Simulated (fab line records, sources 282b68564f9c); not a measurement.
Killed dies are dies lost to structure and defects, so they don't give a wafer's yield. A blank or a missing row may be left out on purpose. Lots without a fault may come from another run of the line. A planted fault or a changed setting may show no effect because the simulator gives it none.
Problem report in the 8D (eight disciplines) form, filled by code | flow rit_cmos | the parts of the form that need people (team, actions taken, sign-off) are left out

1. THE PROBLEM
temp_c at RIT_REOX_CLEAN_00 reads a mean of 77.81 C on 6 wafers of 2 lots; wafers without a fault read 74.99 C with a standard deviation of 0.12. That is +23 standard deviations from the usual mean.
The step: cleans in SC1, time 600 s.
First seen on wafer L638.3, day 5 12:32, on wet_bench-02. The record holds 42 wafers of 14 lots with a number at this step. Rule for "out", or "out of limits": more than 4 standard deviations from the usual mean. The other wafers with a number count as sound.

2. WHAT IT IS AND WHAT IT IS NOT
question                    | is                        | is not
which readings at this step | temp_c, bath_guard_temp_C | -
which lots                  | L638, L641                | L624, L625, L626, L627, L628, L629, L630, L631, L632, L633, L634, L635
which wafers of those lots  | all that have a number    | -
read on which tools         | wet_bench-02              | wet_bench-01, wet_bench-04
when                        | from day 5 12:32          | up to then (36 sound wafers)

3. SUSPECTS, AND WHAT RULES EACH OUT
Counting: a tool at a process step up to the reading stays a suspect if it ran every lot that is out and no sound lot after the first of them.
- wet_bench-02 at RIT_REOX_CLEAN_00 (cleans in SC1, time 600 s): kept. It ran every lot that is out, first L638 (day 5 12:32), and no sound lot after that; its last sound lot up to then is L627 (day 3 06:01). Its own readings are out on those wafers: bath_guard_temp_C, temp_c.
Left after counting: wet_bench-02 at RIT_REOX_CLEAN_00.

4. THE CAUSE (what the simulator had put in)
Process parameter drift: wet_bench-02, from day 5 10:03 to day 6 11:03, at RIT_REOX_CLEAN_00. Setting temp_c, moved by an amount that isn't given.
Counting left only this tool.

5. THE CHAIN OF EFFECTS, in route order
Each row: a reading whose mean over the struck wafers that have a number lies more than 3 standard deviations from the usual. Only readings for which the record gives a usual standard deviation are gone through. hours: the time from each lot's start at the first step in this table that gives one to its start at this step, as a median over the lots. sigmas: the change in usual standard deviations.
hours | step              | reading           | usual   | on struck wafers | change | sigmas
0     | RIT_REOX_CLEAN_00 | bath_guard_temp_C | 75.0 C  | 78.3             | +3.3   | +5.6
0     | RIT_REOX_CLEAN_00 | temp_c            | 74.99 C | 77.81            | +2.82  | +23
The process steps in it:
- RIT_REOX_CLEAN_00: cleans in SC1, time 600 s.

6. WHAT WOULD HAVE CAUGHT IT SOONER
In this record the first reading out of limits was taken at day 5 12:32, 2 hours after the fault began at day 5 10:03.
